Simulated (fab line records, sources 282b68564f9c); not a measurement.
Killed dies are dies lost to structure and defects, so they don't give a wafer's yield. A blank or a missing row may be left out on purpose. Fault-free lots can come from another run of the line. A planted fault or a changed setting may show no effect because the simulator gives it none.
fab line records	flow ritCmos
record: lots: 13	wafers: 39	lastDay: 7
route steps=202 shown ACTIVE@11 FOX2@80 REOX@102 NSD@141 M1@202
lots with no fault: from the same line, run without faults
startH: hours from the record's opening day to when the first of the lot's shown wafers began	waitH: how many hours have passed since the lot's step before this one	" unchanged from the row above	L1.1+2: several wafers, shown together as one row	- no value present, or no start provided	* or withheld: withheld	< > ~ a bound
route shown NAME@n: names a module that has steps shown in the file, with the first one's number in the route	usual: mean/standard deviation taken from wafers without a fault	same: alike in all rows	chamber/n: place in a boat	sites: each site's reading	_std_site: their standard deviation	_edge_site: the outer-site mean with the inner-site mean subtracted	radiusMm: for every site, how far away it sits from the centre of the wafer	mask NAME#n: copy n	behind: the last tool/chamber to shape the wafer	hold: cause of the lot's hold/its duration in hours/its outcome	device: the transistor (n, p or np) that didn't switch	end of line: the route-end tests of the same wafers	for a step that has no rows: nothing shown but its recipe	killed: not the wafer's yield, but the dies lost to structure and defects at the first sort	map: a wafer's dies, marking killed ones x, the rest . and places with no die _
set.NAME: the setting that was run; set.NAME@STEP: the one run at that earlier step	model.NAME: the simulator's own value behind a step, which no gauge read
the route's steps for a sample of lots (tables are steps, rows are wafers)
== steps ==
step: RIT_ACTIVE_DEVELOP_10
recipe: resist: NOVOLAK	developTimeS: 50	devTempC: 23
usual: developerTempC: 23.04/0.11
lot.wafer	tool	chamber	startH	waitH	developerTempC
L700.1	lithoTrack-03	0	17	-	23.01
L700.4	"	0	"	"	23.10
L700.5	"	0	"	"	22.90
L701.1	lithoTrack-04	0	20	-	22.87
L701.3	"	0	"	"	23.11
L701.6	"	0	"	"	23.22
L702.3	lithoTrack-03	0	24	-	23.06
L702.4	"	0	"	"	22.88
L702.5	"	0	"	"	23.01
L704.1	lithoTrack-03	0	34	-	23.04
L704.2	"	0	"	"	23.07
L704.3	"	0	35	-	23.08
L705.1	lithoTrack-03	0	40	-	23.08
L705.3	"	0	"	"	23.02
L705.4	"	0	"	"	23.13
L706.2	lithoTrack-03	0	45	-	23.00
L706.3	"	0	"	"	23.09
L706.6	"	0	"	"	23.02
L710.2	lithoTrack-03	0	64	-	23.10
L710.3	"	0	"	"	23.15
L710.4	"	0	"	"	23.12
L714.1	lithoTrack-04	0	90	-	23.32
L714.5	"	0	"	"	23.02
L714.6	"	0	"	"	23.16
L718.2	lithoTrack-04	0	104	-	22.86
L718.5	"	0	"	"	23.00
L718.6	"	0	"	"	22.87
L719.1	lithoTrack-04	0	109	-	22.98
L719.3	"	0	"	"	22.99
L719.5	"	0	"	"	23.09
L721.2	lithoTrack-04	0	122	-	23.02
L721.5	"	0	"	"	23.17
L721.6	"	0	"	"	23.05
L722.1	lithoTrack-04	0	125	-	23.15
L722.2	"	0	"	"	23.13
L722.4	"	0	"	"	23.21
L723.4	lithoTrack-04	0	129	-	22.77
L723.5	"	0	"	"	22.95
L723.6	"	0	"	"	23.10
step: RIT_ACTIVE_CD_MEAS_11
recipe: targetCdNm: 1400
usual: cdNm: 1399.8/2.2
lot.wafer	tool	chamber	startH	waitH	cdNm
L700.1	cdSem-02	-	17.46	-	1399.1
L700.4	"	-	"	"	1400.0
L700.5	"	-	"	"	1401.3
L701.1	cdSem-01	-	20.60	-	1399.2
L701.3	"	-	"	"	1398.4
L701.6	"	-	"	"	1397.5
L702.3	cdSem-01	-	24.87	-	1399.3
L702.4	"	-	"	"	1398.7
L702.5	"	-	"	"	1397.9
L704.1	cdSem-02	-	35.09	-	1401.9
L704.2	"	-	"	"	1402.8
L704.3	"	-	"	"	1402.3
L705.1	cdSem-02	-	40.34	-	1398.4
L705.3	"	-	"	"	1398.7
L705.4	"	-	"	"	1400.5
L706.2	cdSem-02	-	45.92	-	1399.2
L706.3	"	-	"	"	1399.4
L706.6	"	-	"	"	1402.7
L710.2	cdSem-01	-	64.95	-	1376.5
L710.3	"	-	"	"	1377.0
L710.4	"	-	"	"	1377.1
L714.1	cdSem-02	-	90.14	-	1396.3
L714.5	"	-	"	"	1397.0
L714.6	"	-	"	"	1396.6
L718.2	cdSem-01	-	104.82	-	1398.4
L718.5	"	-	"	"	1399.5
L718.6	"	-	"	"	1398.6
L719.1	cdSem-02	-	109.88	-	1399.1
L719.3	"	-	"	"	1398.9
L719.5	"	-	"	"	1401.7
L721.2	cdSem-01	-	123.03	-	1399.9
L721.5	"	-	"	"	1400.9
L721.6	"	-	"	"	1398.7
L722.1	cdSem-01	-	125.25	-	1401.0
L722.2	"	-	"	"	1401.5
L722.4	"	-	"	"	1401.4
L723.4	cdSem-01	-	129.50	-	1400.2
L723.5	"	-	"	"	1400.9
L723.6	"	-	"	"	1403.7
step: RIT_FOX2_THK_MEAS_91
recipe: reads: SiO2_of_FOX2_OXIDATION_00
usual: FIELD_OXIDE_LEFT_2_THK: 258/6.2
lot.wafer	tool	chamber	startH	waitH	FIELD_OXIDE_LEFT_2_THK[nm]
L701.1	filmMetro-02	-	38.80	0.0	254
L701.3	"	-	"	"	256
L701.6	"	-	"	"	253
L700.1	filmMetro-03	-	39.79	0.0	259
L700.4	"	-	"	"	260
L700.5	"	-	"	"	262
L702.3	filmMetro-02	-	44.61	0.0	259
L702.4	"	-	"	"	265
L702.5	"	-	"	"	261
L704.1	filmMetro-04	-	55.08	0.0	258
L704.2	"	-	"	"	257
L704.3	"	-	"	"	252
L705.1	filmMetro-03	-	58.92	0.0	263
L705.3	"	-	"	"	263
L705.4	"	-	"	"	266
L706.2	filmMetro-03	-	68.06	0.0	248
L706.3	"	-	"	"	247
L706.6	"	-	"	"	251
L710.2	filmMetro-02	-	84.33	0.0	254
L710.3	"	-	"	"	257
L710.4	"	-	"	"	256
L714.1	filmMetro-04	-	112.04	0.0	254
L714.5	"	-	"	"	252
L714.6	"	-	"	"	255
L718.2	filmMetro-04	-	128.09	0.0	255
L718.5	"	-	"	"	256
L718.6	"	-	"	"	255
L719.1	filmMetro-03	-	130.89	0.0	264
L719.3	"	-	"	"	262
L719.5	"	-	"	"	258
L721.2	filmMetro-02	-	143.21	0.0	259
L721.5	"	-	"	"	266
L721.6	"	-	"	"	269
L722.1	filmMetro-03	-	143.49	0.0	253
L722.2	"	-	"	"	257
L722.4	"	-	"	"	255
L723.4	filmMetro-03	-	147.96	0.0	257
L723.5	"	-	"	"	256
L723.6	"	-	"	"	258
step: RIT_REOX_THK_MEAS_04
recipe: reads: SiO2_of_REOX_OXIDATION_03
usual: REOX_OXIDE_THK: 25.3/0.41
lot.wafer	tool	chamber	startH	waitH	REOX_OXIDE_THK[nm]
L700.1	filmMetro-04	-	51.53	0.0	24.9
L700.4	"	-	"	"	25.1
L700.5	"	-	"	"	25.3
L701.1	filmMetro-01	-	51.53	0.0	25.6
L701.3	"	-	"	"	25.5
L701.6	"	-	"	"	25.3
L702.3	filmMetro-04	-	57.34	0.0	25.4
L702.4	"	-	"	"	25.8
L702.5	"	-	"	"	25.8
L704.1	filmMetro-03	-	69.18	0.0	25.0
L704.2	"	-	"	"	25.2
L704.3	"	-	"	"	25.1
L705.1	filmMetro-01	-	69.18	0.0	24.8
L705.3	"	-	"	"	25.2
L705.4	"	-	"	"	24.8
L706.2	filmMetro-04	-	81.68	0.0	25.8
L706.3	"	-	"	"	25.3
L706.6	"	-	"	"	25.5
L710.2	filmMetro-01	-	96.39	0.0	25.3
L710.3	"	-	"	"	25.3
L710.4	"	-	"	"	25.1
L714.1	filmMetro-01	-	126.61	0.0	25.7
L714.5	"	-	"	"	25.6
L714.6	"	-	"	"	25.9
L718.2	filmMetro-01	-	138.60	0.0	25.3
L718.5	"	-	"	"	25.4
L718.6	"	-	"	"	25.4
L719.1	filmMetro-03	-	141.14	0.0	26.3
L719.3	"	-	"	"	25.7
L719.5	"	-	"	"	26.2
L721.2	filmMetro-03	-	151.04	0.0	25.6
L721.5	"	-	"	"	26.1
L721.6	"	-	"	"	25.9
L722.1	filmMetro-01	-	152.44	0.0	24.6
L722.2	"	-	"	"	24.5
L722.4	"	-	"	"	24.7
L723.4	filmMetro-03	-	157.14	0.0	24.8
L723.5	"	-	"	"	25.1
L723.6	"	-	"	"	24.6
step: RIT_NSD_TW_MEAS_10
usual: NSD_TW: 3114/24
lot.wafer	tool	chamber	startH	waitH	NSD_TW
L700.1	filmMetro-01	-	58.42	0.1	3072
L700.4	"	-	"	"	3074
L700.5	"	-	"	"	3076
L701.1	filmMetro-04	-	60.09	0.1	3156
L701.3	"	-	"	"	3145
L701.6	"	-	"	"	3140
L702.3	filmMetro-02	-	64.24	0.1	3062
L702.4	"	-	"	"	3065
L702.5	"	-	"	"	3077
L704.1	filmMetro-01	-	75.95	0.1	3097
L704.2	"	-	"	"	3104
L704.3	"	-	"	"	3116
L705.1	filmMetro-04	-	76.47	0.1	3136
L705.3	"	-	"	"	3151
L705.4	"	-	"	"	3143
L706.2	filmMetro-02	-	88.77	0.1	3091
L706.3	"	-	"	"	3097
L706.6	"	-	"	"	3087
L710.2	filmMetro-04	-	103.99	0.1	3123
L710.3	"	-	"	"	3112
L710.4	"	-	"	"	3105
L714.1	filmMetro-04	-	133.88	0.1	3140
L714.5	"	-	"	"	3159
L714.6	"	-	"	"	3135
L718.2	filmMetro-04	-	145.96	0.1	3137
L718.5	"	-	"	"	3144
L718.6	"	-	"	"	3151
L719.1	filmMetro-04	-	148.64	0.1	3133
L719.3	"	-	"	"	3127
L719.5	"	-	"	"	3119
L721.2	filmMetro-02	-	158.13	0.1	3084
L721.5	"	-	"	"	3096
L721.6	"	-	"	"	3075
L722.1	filmMetro-04	-	161.10	0.1	3143
L722.2	"	-	"	"	3142
L722.4	"	-	"	"	3129
L723.4	filmMetro-01	-	166.08	0.1	3109
L723.5	"	-	"	"	3100
L723.6	"	-	"	"	3093
step: RIT_M1_PROBE_99
usual: killed_at_M0_to_M3: 0.0/0.2	killedAtContacts: 0.0/0.2	killedAtFrontEnd: 6.8/2.9	killedDies: 6.8/2.9	killedOpen: 3.3/1.9	killedShort: 3.5/2
same: grossDies: 264	killed_at_M4_up: 0	killedAtBackSide: 0	killedAtOther: 0
lot.wafer	tool	chamber	startH	waitH	killed_at_M0_to_M3	killedAtContacts	killedAtFrontEnd	killedDies	killedOpen	killedShort
L719.1	prober-02	-	158.84	0.1	0	0	12	12	6	6
L719.3	prober-02	-	158.94	0.2	0	0	7	7	3	4
L719.5	prober-02	-	159.04	0.2	0	0	5	5	1	4
L721.2	prober-02	-	169.22	0.1	0	0	9	9	4	5
L721.5	prober-02	-	169.37	0.2	0	0	11	11	7	4
L721.6	prober-02	-	169.42	0.2	0	1	4	5	1	4
killed by level:class
L719.1 GATE:geometricParticle:open=3 GATE:geometricParticle:short=3 REOX:geometricParticle:open=2 FOX1:geometricParticle:short=1 SPACER:geometricParticle:open=1 SPACER:geometricParticle:short=1 SILICIDE:geometricParticle:short=1
L719.3 REOX:geometricParticle:short=2 FOX1:geometricParticle:open=1 FOX2:geometricParticle:short=1 SPACER:geometricParticle:open=1 SILICIDE:geometricParticle:open=1 SILICIDE:geometricParticle:short=1
L719.5 GATE:geometricParticle:short=3 FOX1:geometricParticle:short=1 GATE:geometricParticle:open=1
L721.2 FOX1:geometricParticle:short=2 FOX2:geometricParticle:open=2 GATE:geometricParticle:short=1 REOX:geometricParticle:open=1 SPACER:geometricParticle:short=1 SILICIDE:geometricParticle:short=1 SILICIDE:geometricParticle:open=1
L721.5 GATE:geometricParticle:open=4 GATE:geometricParticle:short=3 SPACER:geometricParticle:open=2 FOX1:geometricParticle:short=1 REOX:geometricParticle:open=1
L721.6 GATE:geometricParticle:short=2 FOX1:geometricParticle:short=1 SILICIDE:geometricParticle:short=1 CONTACT:geometricParticle:open=1
== key ==
firstSign: step: RIT_ACTIVE_CD_MEAS_11	reading: cdNm	direction: down	sigmas: 10	usual: 1399.8	struck: 1376.9	through: controlLoop
effect none on later readings
metAt RIT_ACTIVE_DEVELOP_10
struckLots L710
testerLeftOut L710
loopTrim: step: RIT_ACTIVE_EXPOSE_08	setting: dose	lots: L710
notActingAt RIT_FOX2_THK_MEAS_91,RIT_REOX_THK_MEAS_04,RIT_NSD_TW_MEAS_10
onsetBetween 45 64
fault: kind: processParameterDrift	tool: lithoTrack-03	chamber: -	onsetH: 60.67	steps: RIT_ACTIVE_DEVELOP_10	channel: developTimeS	offset: *	shape: step	endH: 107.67	actsIn: *	stated: *
testerLeftOut: of these lots the tester's yield and bins aren't shown, on N5 and GAA mostly nor the transistor test; their killed dies are dies lost to structure and defects alone, not to doping, threshold or leakage, so they don't give the yield
loopTrim: a control loop set the setting to another value than it would have without faults
